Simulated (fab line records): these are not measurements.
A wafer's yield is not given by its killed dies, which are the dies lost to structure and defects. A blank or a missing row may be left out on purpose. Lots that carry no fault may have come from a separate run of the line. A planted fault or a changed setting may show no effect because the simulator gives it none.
Split-lot study ; flow ritCmos ; 23 wafers read across 5 lots, on a route 202 steps long

ABOUT THE SPLIT
At RIT_FOX2_OXIDATION_00 (target thk 350.7 nm, ox time 1130 s), the setting oxTimeS was moved away from the recipe's 1130 s on 20 of the 23 wafers read, by -9.6% to +12.2%. All remaining wafers had this setting at the recipe value.

FROM THE SPLIT TO THE READING: what the file shows between them, 19 steps
- RIT_FOX2_THK_MEAS_01
- RIT_FOX2_CLEAN_02: cleans in dHF, time 180 s
- RIT_FOX2_WET_ETCH_03: etches Si3N4 in H3PO4, target depth 195 nm, time 2700 s
- RIT_FOX2_THK_MEAS_90
- RIT_NWELL_COAT_01: resist thk 1300 nm (also split here: resistThkNm)
- RIT_NWELL_SOFTBAKE_02: time 60 s
- RIT_NWELL_EXPOSE_03: exposes mask M2, target cd 43900 nm
- RIT_NWELL_DEVELOP_05: develop time 68 s
- RIT_NWELL_HARDBAKE_07: time 120 s
- RIT_NWELL_IMPLANT_08 (also split here: energyKev)
- RIT_NRETRO_COAT_01: resist thk 1300 nm (also split here: spinRpm)
- RIT_PRETRO_DEVELOP_05: develop time 68 s (also split here: developTimeS)
- RIT_PRETRO_HARDBAKE_07: time 120 s
- RIT_PRETRO_STRIP_09: strips in O2, time 180 s
- RIT_GATE_WET_ETCH_00: etches SiO2 in BOE, target depth 56 nm, time 60 s
- RIT_GATE_CLEAN_01: cleans in SC1, time 600 s
- RIT_GATE_CLEAN_02: cleans in dHF, time 30 s
- RIT_GATE_CLEAN_03: cleans in SC2, time 600 s
- RIT_GATE_CLEAN_04: cleans in dHF, time 60 s

THE READING
FIELD_OXIDE_LEFT_2_THK (nm), taken at RIT_FOX2_THK_MEAS_91. On this fab line, fault-free wafers typically give 251 nm with a standard deviation of 6.2 nm.

wafer;tool, chamber at the split;oxTimeS as run, s;against the recipe;FIELD_OXIDE_LEFT_2_THK, nm;against lot-mates on the recipe
L074.2;furnace-02, 0;1130;recipe;251;-
L074.4;furnace-02, 0;1130;recipe;247;-
L074.6;furnace-02, 0;1130;recipe;244;-
L076.1;-, -;1021;-9.6%;235;no lot-mate on the recipe
L076.2;-, -;1021;-9.6%;233;no lot-mate on the recipe
L076.3;-, -;1021;-9.6%;234;no lot-mate on the recipe
L076.5;-, -;1021;-9.6%;236;no lot-mate on the recipe
L076.6;-, -;1021;-9.6%;232;no lot-mate on the recipe
L079.1;-, -;1074;-5.0%;241;no lot-mate on the recipe
L079.2;-, -;1074;-5.0%;247;no lot-mate on the recipe
L079.3;-, -;1074;-5.0%;241;no lot-mate on the recipe
L079.4;-, -;1074;-5.0%;249;no lot-mate on the recipe
L079.6;-, -;1074;-5.0%;241;no lot-mate on the recipe
L080.1;-, -;1082;-4.2%;238;no lot-mate on the recipe
L080.2;-, -;1082;-4.2%;232;no lot-mate on the recipe
L080.3;-, -;1082;-4.2%;240;no lot-mate on the recipe
L080.4;-, -;1082;-4.2%;230;no lot-mate on the recipe
L080.6;-, -;1082;-4.2%;240;no lot-mate on the recipe
L084.1;-, -;1268;+12.2%;283;no lot-mate on the recipe
L084.2;-, -;1268;+12.2%;274;no lot-mate on the recipe
L084.4;-, -;1268;+12.2%;276;no lot-mate on the recipe
L084.5;-, -;1268;+12.2%;283;no lot-mate on the recipe
L084.6;-, -;1268;+12.2%;280;no lot-mate on the recipe

FIT RESULTS
A straight line over all 23 wafers: FIELD_OXIDE_LEFT_2_THK changes by +2.14 nm for each +1% of oxTimeS; r = +0.95; the points scatter about the line by 5.4 nm.
Too few moved wafers have a lot-mate on the recipe to fit a line with each lot's own level taken away.

THE WHOLE CHAIN: every reading that the file lists as answering this split, in the file's order
step;what it does;reading;change (the file's fit);r (the file's)
RIT_FOX2_OXIDATION_00;target thk 350.7 nm, ox time 1130 s;SiO2_of_FOX2_OXIDATION_00.thkNm (the simulator's own value, which no gauge read);+2.2 nm for each +1% of the setting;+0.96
RIT_FOX2_THK_MEAS_01;;FOX2_OXIDE_THK;+2.19 for each +1% of the setting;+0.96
RIT_FOX2_THK_MEAS_90;;FIELD_OXIDE_LEFT_1_THK;+2.2 for each +1% of the setting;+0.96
RIT_GATE_WET_ETCH_00;etches SiO2 in BOE, target depth 56 nm, time 60 s;SiO2_of_FOX2_OXIDATION_00.thkNm (the simulator's own value, which no gauge read);+2.14 nm for each +1% of the setting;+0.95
RIT_FOX2_THK_MEAS_91;;FIELD_OXIDE_LEFT_2_THK;+2.15 for each +1% of the setting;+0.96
RIT_M1_PROBE_99;;etest.nldd.rsOhmSq (the simulator's own value, which no gauge read);+2.4 for each +1% of the setting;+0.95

THE FILE'S OWN FIT
FIELD_OXIDE_LEFT_2_THK changes by +2.15 nm for each +1% of oxTimeS, r = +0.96.
